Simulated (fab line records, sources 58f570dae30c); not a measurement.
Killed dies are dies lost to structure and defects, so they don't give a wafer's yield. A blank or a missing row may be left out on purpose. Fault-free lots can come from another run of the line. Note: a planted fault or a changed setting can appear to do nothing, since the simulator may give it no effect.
fab line records	flow berkeley-cmos170
record: lots: 6	wafers: 18	last-day: 12
route steps=331 shown V2@294
lots with no fault: from the same line, run without faults
start-h: hours from the record's opening day to when the first of the lot's shown wafers began	wait-h: hours from the lot's prior step to this one	" repeats the value in the row above	L1.1+2: several wafers, shown together as one row	- value missing, or start not given	* or withheld: withheld	< > ~ a bound
route shown NAME@n: NAME is a module with steps in the file, n the number in the route of the first one	usual: the fault-free wafers' mean and standard deviation	same: alike in all rows	chamber/n: place in a boat	sites: the reading at each site	_std_site: the standard deviation of these	_edge_site: the outer-site mean with the inner-site mean subtracted	radius-mm: how far each site lies from the wafer's centre	mask NAME#n: copy n	behind: the last tool/chamber to shape the wafer	hold: why the lot went on hold/how many hours it stayed there/how the hold came to an end	device: whichever transistor did not switch (one of n, p or np)	end of line: tests run on the same wafers once the route is complete	for a step that has no rows: nothing shown but its recipe	killed: dies lost to structure and defects at the first sort, not the wafer's yield	map: a wafer's dies, marking killed ones x, the rest . and places with no die _
set.NAME: the setting the step ran with; set.NAME@STEP: the setting that earlier step ran with	model.NAME: the simulator's own value behind a step, which no gauge read
lots at some steps of the route; a table a step, a row a wafer
services: when a tool's chamber went out of use (start-h, in hours from the record's first day, below 0 if earlier), for how many hours, and the reason
== steps ==
step: UCB170_V2_CMP_02
recipe: material: SiO2	down-force-psi: 6	platen-rpm: 60	pad-velocity-m-s: 0.75398
usual: motor-current-A: 16.6/1.6
lot.wafer	tool	chamber	start-h	wait-h	motor-current-A
L338.4	cmp-01	3	157.54	0.1	13.7
L338.3	"	1	"	"	15.7
L338.6	"	3	"	"	14.0
L346.4	cmp-02	1	198.94	0.1	18.0
L346.1	"	3	"	"	19.1
L346.5	"	0	"	"	18.9
L347.1	cmp-02	3	202.67	0.1	18.2
L347.3	"	2	"	"	15.4
L347.5	"	0	"	"	18.7
L353.1	cmp-02	3	238.55	0.1	19.0
L353.3	"	1	"	"	17.2
L353.6	"	3	"	"	19.0
L355.2	cmp-02	1	256.46	0.1	17.9
L355.6	"	0	"	"	19.5
L355.5	"	1	"	"	18.3
L358.3	cmp-01	2	272.62	0.1	17.5
L358.4	"	3	"	"	15.0
L358.5	"	1	"	"	16.7
step: UCB170_V2_BOW_MEAS_03
recipe: mode: bow
usual: V2_BOW: 37/7.7
lot.wafer	tool	chamber	start-h	wait-h	V2_BOW[um]
L338.3	film-metro-03	-	157.83	0.1	32
L338.4	"	-	"	"	47
L338.6	"	-	"	"	40
L346.1	film-metro-01	-	199.19	0.1	35
L346.4	"	-	"	"	33
L346.5	"	-	"	"	38
L347.1	film-metro-01	-	202.97	0.2	52
L347.3	"	-	"	"	40
L347.5	"	-	"	"	36
L353.1	film-metro-03	-	238.80	0.2	32
L353.3	"	-	"	"	32
L353.6	"	-	"	"	50
L355.2	film-metro-01	-	256.73	0.2	47
L355.5	"	-	"	"	43
L355.6	"	-	"	"	38
L358.3	film-metro-02	-	272.86	0.2	36
L358.4	"	-	"	"	40
L358.5	"	-	"	"	39
step: UCB170_V2_THK_MEAS_04
recipe: reads: SiO2_of_V2_CVD_00
usual: V2_POLISHED_THK: 999.8/0.96
lot.wafer	tool	chamber	start-h	wait-h	V2_POLISHED_THK[nm]
L338.3	film-metro-03	-	157.93	0.1	1001.1
L338.4	"	-	"	"	1000.7
L338.6	"	-	"	"	998.3
L346.1	film-metro-01	-	199.31	0.1	998.3
L346.4	"	-	"	"	999.5
L346.5	"	-	"	"	999.2
L347.1	film-metro-01	-	203.09	0.1	1000.3
L347.3	"	-	"	"	1000.0
L347.5	"	-	"	"	999.6
L353.1	film-metro-03	-	238.92	0.1	999.8
L353.3	"	-	"	"	998.5
L353.6	"	-	"	"	999.9
L355.2	film-metro-01	-	256.84	0.1	1000.1
L355.5	"	-	"	"	1001.4
L355.6	"	-	"	"	1001.6
L358.3	film-metro-02	-	272.96	0.1	1000.2
L358.4	"	-	"	"	1000.0
L358.5	"	-	"	"	1000.0
step: UCB170_V2_CLEAN_05
recipe: chemistry: DIW
step: UCB170_V2_HMDS_06
recipe: prime-time-s: 60	prime-temp-c: 100
step: UCB170_V2_COAT_07
recipe: resist: KrF	spin-rpm: 1500	resist-thk-nm: 900
step: UCB170_V2_SOFTBAKE_08
recipe: resist: KrF	temp-c: 130	time-s: 60
step: UCB170_V2_EXPOSE_09
recipe: mask-id: VIA2	target-cd-nm: 700	na: 0.5	sigma-outer: 0.6	source-shape: conventional	dose-mj: 37
step: UCB170_V2_PEB_10
recipe: peb-temp-c: 130	peb-time-s: withheld	resist: KrF
step: UCB170_V2_DEVELOP_11
recipe: developer: TMAH	develop-time-s: 45	resist: KrF	dev-temp-c: 21
step: UCB170_V2_CD_MEAS_12
recipe: target-cd-nm: 700
usual: cd-nm: 700.0/1.4
lot.wafer	tool	chamber	start-h	wait-h	cd-nm
L338.3	cd-sem-01	-	159.29	-	698.7
L338.4	"	-	"	"	699.5
L338.6	"	-	"	"	700.1
L346.1	cd-sem-01	-	200.52	-	700.0
L346.4	"	-	"	"	700.6
L346.5	"	-	"	"	700.4
L347.1	cd-sem-02	-	204.47	-	699.4
L347.3	"	-	"	"	700.3
L347.5	"	-	"	"	700.4
L353.1	cd-sem-02	-	240.23	-	700.5
L353.3	"	-	"	"	699.7
L353.6	"	-	"	"	697.9
L355.2	cd-sem-01	-	258.13	-	700.1
L355.5	"	-	"	"	699.3
L355.6	"	-	"	"	700.5
L358.3	cd-sem-01	-	274.26	-	697.8
L358.4	"	-	"	"	699.4
L358.5	"	-	"	"	700.1
step: UCB170_V2_OVL_MEAS_13
usual: V2_OVL: 0/5.6
lot.wafer	tool	chamber	start-h	wait-h	V2_OVL[nm]
L338.3	overlay-02	-	159.38	0.1	0
L338.4	"	-	"	"	5
L338.6	"	-	"	"	1
L346.1	overlay-02	-	200.64	0.1	2
L346.4	"	-	"	"	-6
L346.5	"	-	"	"	3
L347.1	overlay-01	-	204.59	0.1	-2
L347.3	"	-	"	"	0
L347.5	"	-	"	"	0
L353.1	overlay-01	-	240.35	0.1	-3
L353.3	"	-	"	"	2
L353.6	"	-	"	"	-2
L355.2	overlay-02	-	258.24	0.1	0
L355.5	"	-	"	"	2
L355.6	"	-	"	"	2
L358.3	overlay-01	-	274.35	0.1	14
L358.4	"	-	"	"	1
L358.5	"	-	"	"	9
step: UCB170_V2_ETCH_14
recipe: chemistry: CHF3/CF4/Ar	target: SiO2	stop-on: Al	CHF3_flow_sccm: 45	cf4-flow-sccm: 15	Ar_flow_sccm: 150	pressure-mtorr: 200	rf-w: 700	target-depth-a: 12500	over-etch-frac: 0.25	time-s: 291
usual: drypump-motor-current-A: 5.4/0.34	oes-product-au: 0.873/0.012	throttle-valve-pct: 6.95/0.099
lot.wafer	tool	chamber	start-h	wait-h	drypump-motor-current-A	oes-product-au	rf-hours-counter-h	throttle-valve-pct	model.KrF_of_V2_COAT_07.thk-nm	model.etch.depth-nm	model.V2.feature-depth-nm
L338.3	rie-diel-04	2	159.41	0.0	5.3	0.849	89	7.09	614.3	1001	1001
L338.4	"	0	"	"	5.7	0.878	132	7.11	618	1000	1000
L338.6	"	3	"	"	5.2	0.850	-	7.03	612.5	999.3	999.3
L346.1	rie-diel-03	0	200.68	0.0	5.4	0.869	15	6.94	607.2	998.1	998.1
L346.4	"	2	"	"	4.9	0.858	141	6.85	610.2	999	999
L346.5	"	0	"	"	5.4	0.869	-	6.92	606.9	999.4	999.4
L347.1	rie-diel-04	1	204.63	0.0	5.0	0.989	96	7.01	670.4	980.4	980.4
L347.3	"	3	"	"	5.2	0.967	4	7.06	671.4	975	975
L347.5	"	1	"	"	5.0	0.992	-	7.00	671.1	976.8	976.8
L353.1	rie-diel-04	2	240.39	0.0	5.3	0.964	92	7.08	673.3	974.7	974.7
L353.3	"	1	"	"	4.9	0.988	98	7.02	673.9	975.3	975.3
L353.6	"	2	"	"	5.3	0.978	-	7.10	674.7	977.3	977.3
L355.2	rie-diel-02	1	258.27	0.0	5.3	0.871	55	6.84	609.8	1000	1000
L355.5	"	0	"	"	5.6	0.880	-	6.84	614	1001	1001
L355.6	"	3	"	"	6.1	0.878	-	6.90	609.4	1001	1001
L358.3	rie-diel-03	0	274.37	0.0	5.4	0.867	18	6.92	598.6	998.8	998.8
L358.4	"	3	"	"	5.0	0.877	58	6.90	600.2	1000	1000
L358.5	"	1	"	"	5.7	0.880	-	7.10	606.7	999.7	999.7
step: UCB170_V2_STRIP_15
recipe: chemistry: O2	power-w: 400	pressure-mtorr: 3500	platen-temp-c: withheld	o2-flow-sccm: 400	overash-fraction: 0.5
usual: drypump-motor-current-A: 5.8/0.49	oes-product-au: 0.722/0.0042	strip-time-to-endpoint-s: 15.32/0.11
lot.wafer	tool	chamber	start-h	wait-h	drypump-motor-current-A	oes-product-au	rf-hours-counter-h	strip-time-to-endpoint-s
L338.3	plasma-asher-04	0	159.62	0.1	5.4	0.725	-	15.41
L338.4	"	1	"	"	5.5	0.720	-	15.49
L338.6	"	1	"	"	5.5	0.717	-	15.38
L346.1	plasma-asher-03	0	200.85	0.1	5.7	0.723	7	15.24
L346.4	"	0	"	"	5.7	0.725	-	15.30
L346.5	"	0	"	"	5.7	0.721	-	15.22
L347.1	plasma-asher-04	0	204.80	0.1	5.4	0.713	55	16.68
L347.3	"	1	"	"	5.5	0.728	-	16.72
L347.5	"	0	"	"	5.4	0.730	-	16.69
L353.1	plasma-asher-02	1	240.57	0.1	6.8	0.725	50	16.75
L353.3	"	1	"	"	6.8	0.722	-	16.76
L353.6	"	1	"	"	6.8	0.723	-	16.78
L355.2	plasma-asher-03	0	258.45	0.1	5.6	0.721	12	15.31
L355.5	"	0	"	"	5.7	0.725	-	15.40
L355.6	"	1	"	"	5.9	0.718	-	15.31
L358.3	plasma-asher-04	0	274.58	0.1	5.4	0.721	-	15.04
L358.4	"	1	"	"	5.6	0.722	-	15.09
L358.5	"	1	"	"	5.5	0.733	-	15.22
step: UCB170_V2_CD_MEAS_90
recipe: target-cd-nm: 700
usual: cd-nm: 699.9/1.5
lot.wafer	tool	chamber	start-h	wait-h	cd-nm
L338.3	cd-sem-01	-	159.73	0.1	698.1
L338.4	"	-	"	"	699.1
L338.6	"	-	"	"	700.0
L346.1	cd-sem-02	-	200.95	0.1	700.3
L346.4	"	-	"	"	700.7
L346.5	"	-	"	"	700.8
L347.1	cd-sem-02	-	204.90	0.1	696.9
L347.3	"	-	"	"	698.2
L347.5	"	-	"	"	697.8
L353.1	cd-sem-02	-	240.67	0.1	697.8
L353.3	"	-	"	"	696.6
L353.6	"	-	"	"	695.5
L355.2	cd-sem-02	-	258.57	0.1	700.4
L355.5	"	-	"	"	699.6
L355.6	"	-	"	"	700.1
L358.3	cd-sem-02	-	274.69	0.1	698.6
L358.4	"	-	"	"	699.8
L358.5	"	-	"	"	700.7
== services ==
tool	chamber	start-h	hours	kind
rie-diel-03	1	137.75	-	clean
rie-diel-03	1	137.75	19.5	scheduled-down
rie-diel-03	1	137.75	19.5	vent-cycle
rie-diel-03	3	177.61	6.7	repair
cmp-01	-	190.14	4.1	repair
cmp-01	-	190.72	0.6	repair
rie-diel-03	3	220.52	1.3	repair
cmp-02	-	232.00	4.0	pm
rie-diel-03	2	232.41	-	clean
rie-diel-03	2	232.41	15.0	scheduled-down
rie-diel-03	2	232.41	15.0	vent-cycle
rie-diel-02	2	234.08	3.7	repair
cmp-02	-	236.00	-	consumable-replace:conditioner
cmp-02	-	236.00	-	consumable-replace:pad
rie-diel-02	2	247.98	3.1	repair
rie-diel-02	2	251.13	-	clean
rie-diel-02	2	251.13	16.0	scheduled-down
rie-diel-02	2	251.13	16.0	vent-cycle
plasma-asher-02	-	256.22	4.7	repair
cmp-02	-	272.71	4.1	repair
== key ==
first-sign: step: UCB170_V2_ETCH_14	reading: oes-product-au	direction: up	sigmas: 8.8	usual: 0.873	struck: 0.980
effect: step: UCB170_V2_STRIP_15	reading: strip-time-to-endpoint-s	direction: up	sigmas: 13	usual: *	struck: *
effect: step: UCB170_V2_CD_MEAS_90	reading: cd-nm	direction: down	sigmas: 1.8	usual: 699.9	struck: 697.1
model-effect: step: UCB170_V2_ETCH_14	value: KrF_of_V2_COAT_07.thk-nm	without: 612.9	struck: 672.5
met-at UCB170_V2_ETCH_14
struck-wafers L347.1,L347.3,L347.5,L353.1,L353.3,L353.6
later-rows-left-out L347.1,L347.3,L347.5,L353.1,L353.3,L353.6
sort-left-out L347.1,L347.3,L347.5,L353.1,L353.3,L353.6
onset-between 159.41 204.63
fault: kind: process-parameter-drift	tool: rie-diel-04	chamber: -	onset-h: 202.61	steps: UCB170_V2_ETCH_14	channel: target-depth-a	offset: *	shape: step	end-h: 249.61	acts-in: *	stated: *
sort-left-out: the simulated sort isn't trusted on such a fault, so these wafers' sort isn't shown, and their yield isn't known
later-rows-left-out: the simulator's readings of these wafers behind a module that went badly wrong aren't trusted and aren't shown, but for the sort
